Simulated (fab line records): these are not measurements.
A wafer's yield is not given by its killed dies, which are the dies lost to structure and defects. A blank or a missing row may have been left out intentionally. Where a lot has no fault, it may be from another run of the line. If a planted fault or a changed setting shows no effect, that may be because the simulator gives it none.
A struck lot beside a sound one | flow ritCmos | 15 steps out of a route of 202
Sound: the wafers L744.4, L744.5, L744.6. Wafers L737.1, L737.3, L737.5 were the ones struck. The cause comes at the end.
Order at every step that has rows: each side's tool, ch and its chambers, its first start. Under that, the readings that differ: sound wafers | struck wafers | difference of the means | sigmas: that difference in standard deviations of wafers without a fault.
alike: a reading whose means differ by less than 2 such deviations, as well as words and numbers matching on both sides. not compared: withheld readings; readings where some wafer has no value; bounds like >300 that might hide an equal value; numbers whose values overlap and for which the record gives no deviation.
The two part at a step that has a row with sigmas, a row that says differs or no value, or rows on one side only. When numbers do not overlap yet have no deviation, they are printed without sigmas and do not part them. A reading that every wafer of one side lacks parts them only if that side has two wafers or more.

first, 1 step without rows for these wafers: RIT_NLDD_IMPLANT_08.
RIT_NLDD_STRIP_09: strips in O2, time 180 s.
  sound on plasmaAsher-03 ch 0,1, day 6 09:55; struck on plasmaAsher-04 ch 0,1, day 4 12:49
  alike: chamberPressureMTorr, drypumpMotorCurrentA
  not compared: rfHoursCounterH
RIT_NLDD_TW_MEAS_10:
  sound: filmMetro-04 at day 6 10:04; struck: filmMetro-03 at day 4 13:00
reading | sound          | struck         | difference | sigmas
NLDD_TW | 2473 2473 2476 | 2531 2549 2545 | +68        | +3
then, 6 steps without rows for these wafers: RIT_PLDD_HMDS_00 (prime time 60 s); RIT_PLDD_COAT_01 (resist thk 1000 nm); RIT_PLDD_SOFTBAKE_02 (time 60 s); RIT_PLDD_EXPOSE_03 (exposes mask M8, target cd 40900 nm); RIT_PLDD_PEB_04; RIT_PLDD_DEVELOP_05 (develop time 50 s).
RIT_PLDD_OVL_MEAS_06:
  sound: overlay-01 at day 6 10:58; struck: overlay-01 at day 4 14:02
  alike: PLDD_OVL
then, 2 steps without rows for these wafers: RIT_PLDD_HARDBAKE_07 (time 60 s); RIT_PLDD_IMPLANT_08.
RIT_PLDD_STRIP_09: strips in O2, time 180 s.
  sound on plasmaAsher-03 ch 0,1, day 6 11:20; struck on plasmaAsher-01 ch 0,1, day 4 14:22
  no value came back on the struck wafers for chamberPressureMTorr (mTorr), drypumpMotorCurrentA (A); on the sound wafers chamberPressureMTorr (mTorr) reads 4000 3998 3998
reading                                  | sound | struck            | difference | sigmas
model.NOVOLAK_of_PLDD_COAT_01.thkNm (nm) | 0 0 0 | 888.8 888.7 891.1 | +889.5     | 
  not compared: rfHoursCounterH
RIT_PLDD_TW_MEAS_10:
  sound: filmMetro-04 at day 6 11:29; struck: filmMetro-02 at day 4 14:32
  alike: PLDD_TW
RIT_M1_PROBE_99:
  sound: prober-01 at day 7 01:19; struck: prober-02 at day 5 03:40
reading          | sound  | struck      | difference | sigmas
killedAtFrontEnd | 4 10 8 | 264 264 264 | +257       | +95
killedDies       | 4 10 8 | 264 264 264 | +257       | +95
killedOnRim      | 0 3 2  | 70 70 70    | +68        | +49
  alike: killedAtContacts, killedOpen, killedShort

## WHERE THEY PART
Last at RIT_M1_PROBE_99 as far as this record goes, first at RIT_NLDD_TW_MEAS_10.

WHY: what the simulator had put in
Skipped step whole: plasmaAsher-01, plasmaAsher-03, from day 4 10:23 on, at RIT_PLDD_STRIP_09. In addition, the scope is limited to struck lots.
